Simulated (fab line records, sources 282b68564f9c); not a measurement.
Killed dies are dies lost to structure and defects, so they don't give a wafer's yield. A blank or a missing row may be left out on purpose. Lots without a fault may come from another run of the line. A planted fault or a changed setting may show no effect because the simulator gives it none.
Problem report in the 8D (eight disciplines) form, filled by code | flow rit_cmos | the parts of the form that need people (team, actions taken, sign-off) are left out

1. THE PROBLEM
GATE_OXIDE_THK at RIT_GATE_THK_MEAS_07 reads a mean of 6.69 nm on 9 wafers of 3 lots; wafers without a fault read 3.01 nm with a standard deviation of 0.067. That is +55 standard deviations from the usual mean.
First seen on wafer L297.2, day 5 02:19, on film_metro-03. The record holds 39 wafers of 13 lots with a number at this step. Rule for "out", or "out of limits": more than 4 standard deviations from the usual mean. The other wafers with a number count as sound.

2. WHAT IT IS AND WHAT IT IS NOT
question                    | is                     | is not
which readings at this step | GATE_OXIDE_THK         | -
which lots                  | L297, L301, L302       | L284, L285, L286, L287, L288, L289, L290, L291, L305, L307
which wafers of those lots  | all that have a number | -
read on which gauges        | film_metro-03          | film_metro-01, film_metro-04
when                        | from day 5 02:19       | up to then (24 sound wafers); but 6 sound wafers of L305, L307 came after

3. SUSPECTS, AND WHAT RULES EACH OUT
Counting: a tool at a process step up to the reading stays a suspect if it ran every lot that is out and no sound lot after the first of them.
- the gauge at RIT_GATE_THK_MEAS_07: kept. All the wafers that are out were read on film_metro-03, and no step on other tools shows them out.
Left after counting: film_metro-03 at RIT_GATE_THK_MEAS_07.

4. THE CAUSE (what the simulator had put in)
Metrology matching offset: film_metro-03, from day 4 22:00 on, at RIT_GATE_THK_MEAS_07. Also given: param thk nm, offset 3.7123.
Counting left only this tool.

5. THE CHAIN OF EFFECTS, in route order
Each row: a reading whose mean over the struck wafers that have a number lies more than 3 standard deviations from the usual. Only readings for which the record gives a usual standard deviation are gone through. hours: the time from each lot's start at the first step in this table that gives one to its start at this step, as a median over the lots. sigmas: the change in usual standard deviations.
hours | step                 | reading        | usual   | on struck wafers | change | sigmas
0     | RIT_GATE_THK_MEAS_07 | GATE_OXIDE_THK | 3.01 nm | 6.69             | +3.68  | +55

6. WHAT WOULD HAVE CAUGHT IT SOONER
In this record the first reading out of limits at a measuring or inspecting step was taken at day 5 02:19, 4 hours after the fault began at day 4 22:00.
